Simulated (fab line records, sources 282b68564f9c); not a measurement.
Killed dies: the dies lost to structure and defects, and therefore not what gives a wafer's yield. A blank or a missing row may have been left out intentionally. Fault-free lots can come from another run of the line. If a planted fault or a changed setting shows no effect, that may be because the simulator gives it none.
8D (eight disciplines) problem report, filled in by code | flow ritCmos | the parts of the form that need people (team, actions taken, sign-off) are left out

## 1. PROBLEM STATEMENT
Across 6 wafers from 2 lots, GATE_POLY_THK at RIT_GATE_THK_MEAS_09 averages 268.1 nm, while fault-free wafers read 250.5 nm with a standard deviation of 2.8. That is +6.3 standard deviations from the usual mean.
First seen on wafer L345.3, day 5 05:34, on filmMetro-01. At this step, 42 wafers from 14 lots have a number in the record. Rule for "out", or "out of limits": more than 4 standard deviations from the usual mean. The rest of the wafers with a number are treated as sound.

## 2. WHAT IT IS, AND WHAT IT ISN'T
question                    | is                         | is not
which readings at this step | GATE_POLY_THK              | -
which lots                  | L345, L347                 | L333, L334, L335, L337, L338, L339, L340, L341, L342, L343, L351, L352
which wafers of those lots  | all that have a number     | -
read on which gauges        | filmMetro-01, filmMetro-02 | filmMetro-04
when                        | from day 5 05:34           | up to then (30 sound wafers); but 6 sound wafers of L351, L352 came after

## 3. THE SUSPECTS, EACH WITH WHAT RULES IT OUT
Counting: a tool at any process step up to the reading remains a suspect when it ran all the lots that are out and ran no sound lot after the first of those.
- the gauge at RIT_GATE_THK_MEAS_09 has been ruled out. Those wafers that are out were read across 2 gauges (filmMetro-01, filmMetro-02).
- lpcvd-01 at RIT_GATE_CVD_08 (deposits poly-Si from SiH4, target thk 250 nm, time 2220 s): kept. It processed each lot that is out, first L345 at day 5 03:56, and no sound lot thereafter; up to then, the last sound lot it processed was L343 at day 4 23:19.
Remaining after the count: lpcvd-01 at RIT_GATE_CVD_08.

## 4. THE CAUSE (what the simulator had put in)
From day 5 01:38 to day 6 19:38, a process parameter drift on lpcvd-01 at RIT_GATE_CVD_08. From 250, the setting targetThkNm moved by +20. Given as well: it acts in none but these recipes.
After counting, this tool was the only one left.

## 5. THE EFFECT CHAIN, in route order
One row per reading whose mean, taken over the struck wafers that have a number, lies over 3 standard deviations from the usual. Only readings whose record carries a usual standard deviation are examined. hours: median over the lots of the time between each lot's start at the first step of this table that gives one and its start at this step. sigmas: the change, counted in usual standard deviations.
hours | step                 | reading       | usual    | on struck wafers | change | sigmas
0     | RIT_GATE_THK_MEAS_09 | GATE_POLY_THK | 250.5 nm | 268.1            | +17.6  | +6.3

## 6. WHAT WOULD HAVE CAUGHT IT SOONER
Counted from the fault's start at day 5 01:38, it took 4 hours until the first out-of-limits reading at a measuring or inspecting step in this record, taken at day 5 05:34.
Tool readings at RIT_GATE_CVD_08 with a usual standard deviation given in the record: none out on any struck wafer, hence no alarm at a limit of 4 standard deviations on them.
Among the 2 lots that are out, L347 began RIT_GATE_CVD_08 on lpcvd-01 after day 5 05:34. A hold on the tool at that time would have spared it.
